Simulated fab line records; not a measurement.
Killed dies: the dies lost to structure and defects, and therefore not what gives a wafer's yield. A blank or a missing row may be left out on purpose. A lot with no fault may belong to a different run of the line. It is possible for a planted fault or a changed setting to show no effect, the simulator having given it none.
Split-lot trial | flow berkeley cmos170 | 5 lots, 23 wafers read, on a route of 331 steps

== THE SPLIT ITSELF ==
At UCB170_ACTIVE_STRIP_16 (strips in O2), the setting power w was moved away from the recipe's 400 W on 6 of the 23 wafers read, by -6.2% to +4.0%. All remaining wafers had this setting at the recipe value.

The reading comes from the split's own step.

== THE READING ==
oes product au, in a.u., at UCB170_ACTIVE_STRIP_16 (strips in O2). A value of 0.720 a.u. with a standard deviation of 0.0039 a.u. is what fault-free wafers of this fab line usually give.

wafer  | tool, chamber at the split | power w as run, W | against the recipe | oes product au, a.u. | against lot-mates on the recipe
L074.1 | plasma asher-04, 1         | 375.3             | -6.2%              | 0.699                | -0.026
L074.2 | plasma asher-04, 0         | 400               | recipe             | 0.726                | -
L074.4 | plasma asher-04, 1         | 400               | recipe             | 0.725                | -
L074.5 | plasma asher-04, 0         | 375.3             | -6.2%              | 0.688                | -0.037
L074.6 | plasma asher-04, 1         | 400               | recipe             | 0.724                | -
L079.3 | plasma asher-01, 1         | 400               | recipe             | 0.721                | -
L079.4 | plasma asher-01, 0         | 400               | recipe             | 0.712                | -
L079.5 | plasma asher-01, 1         | 400               | recipe             | 0.723                | -
L077.1 | plasma asher-04, 0         | 400               | recipe             | 0.720                | -
L077.2 | plasma asher-04, 1         | 400               | recipe             | 0.723                | -
L077.3 | plasma asher-04, 1         | 400               | recipe             | 0.725                | -
L077.5 | plasma asher-04, 0         | 400               | recipe             | 0.720                | -
L077.6 | plasma asher-04, 1         | 400               | recipe             | 0.721                | -
L080.1 | plasma asher-01, 0         | 400               | recipe             | 0.715                | -
L080.3 | plasma asher-01, 0         | 416               | +4.0%              | 0.732                | +0.014
L080.4 | plasma asher-01, 1         | 416               | +4.0%              | 0.737                | +0.019
L080.5 | plasma asher-01, 1         | 400               | recipe             | 0.723                | -
L080.6 | plasma asher-01, 0         | 400               | recipe             | 0.715                | -
L081.1 | plasma asher-04, 1         | 400               | recipe             | 0.719                | -
L081.2 | plasma asher-04, 0         | 400               | recipe             | 0.724                | -
L081.3 | plasma asher-04, 0         | 400               | recipe             | 0.721                | -
L081.4 | plasma asher-04, 1         | 413               | +3.2%              | 0.732                | +0.011
L081.6 | plasma asher-04, 0         | 413               | +3.2%              | 0.734                | +0.013

FIT RESULTS
A straight line over all 23 wafers: oes product au changes by +0.00407 a.u. for each +1% of power w; r = +0.93; the points scatter about the line by 0.004 a.u.
The same after taking each lot's own level away (the mean of its wafers on the recipe; 23 wafers): +0.00465 a.u. for each +1%; r = +0.96; scatter 0.0035 a.u.
On that fit, the largest move of power w shifts the reading by 0.029 a.u.
The lots' own levels span 0.7177 to 0.7250 a.u., that is 1.9 times the standard deviation above.
Thus the slope moves with the lot-to-lot level: the two fits are different.
Check: with one of the wafers moved furthest among these (-6.2%) left out of the fit, the line predicts -0.0312 a.u. for it against its lot-mates. It came out at -0.026 a.u. against them.
Tool readings at the split's step, against how far the setting was moved: oes product au r = +0.93; strip time to endpoint s r = -0.98.

== OTHER SPLITS ON THESE WAFERS ==
Note: prior to the reading, these wafers also went through further splits. Each is held against what the fit with the lots' levels taken away leaves over:
other split on the same wafers         | wafers away from the commonest value | r with oes product au (lot level and that fit taken away)
UCB170_PWELL_IMPLANT_15 dose cm2       | 9                                    | -0.20
UCB170_ACTIVE_CVD_05 sih2cl2 flow sccm | 15                                   | -0.04

== THE WHOLE CHAIN: every reading that the file lists as answering this split, in the file's order ==
step                   | what it does | reading                  | change (the file's fit)                  | r (the file's)
UCB170_ACTIVE_STRIP_16 | strips in O2 | oes product au           | +0.0046 a.u. for each +1% of the setting | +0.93
UCB170_ACTIVE_STRIP_16 | strips in O2 | strip time to endpoint s | withheld for each +1% of the setting     | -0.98

== FILE'S OWN FIT ==
oes product au changes by +0.0046 a.u. for each +1% of power w, r = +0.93.
